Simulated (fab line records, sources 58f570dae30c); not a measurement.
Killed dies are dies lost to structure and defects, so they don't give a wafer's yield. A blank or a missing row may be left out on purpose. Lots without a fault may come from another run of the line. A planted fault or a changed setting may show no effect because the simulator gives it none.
Which tool did it? | flow berkeley_cmos170 | 14 lots, 42 wafers sampled, at 3 steps of a route of 331

WHAT THE GAUGES READ, wafer by wafer
UCB170_PWELL_TW_MEAS_17. Usual: PWELL_TW 378.8, standard deviation 2.8.
lot  | measured    | on            | PWELL_TW          | flag
L889 | day 3 11:10 | film_metro-03 | 381.6 382.6 380.2 |
L890 | day 3 18:42 | film_metro-02 | 375.7 376.4 373.3 |
L892 | day 3 23:44 | film_metro-03 | 381.5 381.1 382.5 |
L893 | day 4 05:49 | film_metro-03 | 379.3 382.3 382.5 |
L898 | day 5 00:23 | film_metro-03 | 381.9 382.4 382.0 |
L900 | day 5 12:12 | film_metro-04 | 378.3 377.7 377.6 |
L901 | day 5 18:41 | film_metro-02 | 374.7 374.9 375.3 |
L902 | day 6 09:38 | film_metro-02 | 375.3 375.1 376.8 |
L903 | day 6 09:22 | film_metro-02 | 374.5 376.4 376.5 |
L904 | day 6 11:40 | film_metro-02 | 375.2 374.8 376.4 |
L906 | day 6 11:47 | film_metro-03 | 380.6 380.8 381.6 |
L905 | day 6 11:53 | film_metro-02 | 374.2 375.9 376.0 |
L910 | day 7 04:12 | film_metro-02 | 375.4 376.7 377.1 |
L911 | day 7 10:00 | film_metro-03 | 379.3 380.9 381.8 |

WHICH TOOL RAN EACH LOT (tool, then ch and the chambers of the sampled wafers, then the start)
lot  | UCB170_ZERO_COAT_01              | UCB170_ZERO_STRIP_07
L889 | litho_track-04 ch 0, day 1 20:36 | plasma_asher-01 ch 0,1, day 1 21:19
L890 | litho_track-03 ch 0, day 2 01:34 | plasma_asher-02 ch 0,1, day 2 03:04
L892 | litho_track-01 ch 0, day 2 13:47 | plasma_asher-01 ch 0,1, day 2 14:35
L893 | litho_track-01 ch 0, day 2 17:19 | plasma_asher-04 ch 0, day 2 18:10
L898 | litho_track-04 ch 0, day 3 17:13 | plasma_asher-02 ch 0,1, day 3 17:55
L900 | litho_track-03 ch 0, day 4 01:39 | plasma_asher-02 ch 0,1, day 4 02:21
L901 | litho_track-04 ch 0, day 4 06:18 | plasma_asher-01 ch 0,1, day 4 06:59
L902 | litho_track-04 ch 0, day 4 12:23 | plasma_asher-01 ch 0,1, day 4 13:13
L903 | litho_track-01 ch 0, day 4 19:26 | plasma_asher-04 ch 0,1, day 4 20:07
L904 | litho_track-01 ch 0, day 5 02:08 | plasma_asher-02 ch 0,1, day 5 03:10
L906 | litho_track-03 ch 0, day 5 07:44 | plasma_asher-02 ch 0,1, day 5 09:31
L905 | litho_track-03 ch 0, day 5 08:10 | plasma_asher-02 ch 0,1, day 5 09:53
L910 | litho_track-03 ch 0, day 6 00:15 | plasma_asher-01 ch 0,1, day 6 01:52
L911 | litho_track-01 ch 0, day 6 06:46 | plasma_asher-01 ch 0,1, day 6 08:09
- UCB170_ZERO_COAT_01: resist thk 900 nm.
- UCB170_ZERO_STRIP_07: strips in O2.

WHAT THE TOOLS THEMSELVES READ (means of the sampled wafers that have a number; where no wafer has one, the mark that the record gives instead)
UCB170_ZERO_COAT_01. Usual: spin_speed_rpm 1499.9 rpm, standard deviation 1.2.
lot  | tool           | spin_speed_rpm (rpm) | flag
L889 | litho_track-04 | 1500.4               |
L890 | litho_track-03 | 1499.4               |
L892 | litho_track-01 | 1500.1               |
L893 | litho_track-01 | 1498.8               |
L898 | litho_track-04 | 1500.9               |
L900 | litho_track-03 | 1500.5               |
L901 | litho_track-04 | 1461.4               | OFF
L902 | litho_track-04 | 1459.9               | OFF
L903 | litho_track-01 | 1500.0               |
L904 | litho_track-01 | 1500.5               |
L906 | litho_track-03 | 1501.6               |
L905 | litho_track-03 | 1500.8               |
L910 | litho_track-03 | 1499.2               |
L911 | litho_track-01 | 1499.9               |

UCB170_ZERO_STRIP_07. Usual: drypump_motor_current_A 5.7 A, standard deviation 0.42; oes_product_au 0.727 a.u., standard deviation 0.0045; strip_time_to_endpoint_s 21.50 s, standard deviation 0.083.
lot  | tool            | drypump_motor_current_A (A) | oes_product_au (a.u.) | strip_time_to_endpoint_s (s) | flag
L889 | plasma_asher-01 | 5.8                         | 0.725                 | 21.48                        |
L890 | plasma_asher-02 | 5.2                         | 0.729                 | 21.65                        |
L892 | plasma_asher-01 | 5.6                         | 0.726                 | 21.60                        |
L893 | plasma_asher-04 | 6.1                         | 0.730                 | 21.49                        |
L898 | plasma_asher-02 | 5.6                         | 0.725                 | 21.44                        |
L900 | plasma_asher-02 | 5.2                         | 0.724                 | 21.57                        |
L901 | plasma_asher-01 | 5.8                         | 0.725                 | 21.81                        | OFF
L902 | plasma_asher-01 | 5.8                         | 0.727                 | 21.67                        |
L903 | plasma_asher-04 | 5.9                         | 0.724                 | 21.60                        |
L904 | plasma_asher-02 | 5.5                         | 0.729                 | 21.50                        |
L906 | plasma_asher-02 | 5.2                         | 0.728                 | 21.49                        |
L905 | plasma_asher-02 | 5.2                         | 0.724                 | 21.57                        |
L910 | plasma_asher-01 | 5.6                         | 0.726                 | 21.51                        |
L911 | plasma_asher-01 | 5.7                         | 0.724                 | 21.48                        |

THE ANSWER, worked out from the rows above alone
Rule: a lot is off if the mean of its wafers that have a number lies more than 3 standard deviations from the usual mean. A lot without any number at a reading at which 4 lots or more have one is off too. The other lots that the step has rows for count as sound. The gauges are gone through in route order, then the tools' own readings, and for those a lot's mean is taken as printed above. The first step at which some lot is off is used, and at that step the reading that is off furthest; a lot without a number counts as furthest.
Off: L901, L902, at UCB170_ZERO_COAT_01 (spin_speed_rpm).
A tool fits if, at that step or a process step before it, it ran every lot that is off, and no sound lot after the first of them. One fits: litho_track-04 at UCB170_ZERO_COAT_01. Its last sound lot is L898 (day 3 17:13), its first lot that is off L901 (day 4 06:18): a fault that began between those two fits.
The tool's own readings at UCB170_ZERO_COAT_01 bear it out: on the lots that are off they differ by more than 5 times the standard deviation of the sound lots' means. spin_speed_rpm reads 1460.7 rpm there against 1500.2 rpm on the sound lots.

WHAT THE SIMULATOR HAD PUT IN
Process parameter drift: litho_track-04, from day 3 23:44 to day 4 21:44, at UCB170_ZERO_COAT_01. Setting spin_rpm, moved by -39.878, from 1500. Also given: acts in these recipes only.
Lots struck among those shown: L901, L902. The rule above found the same.
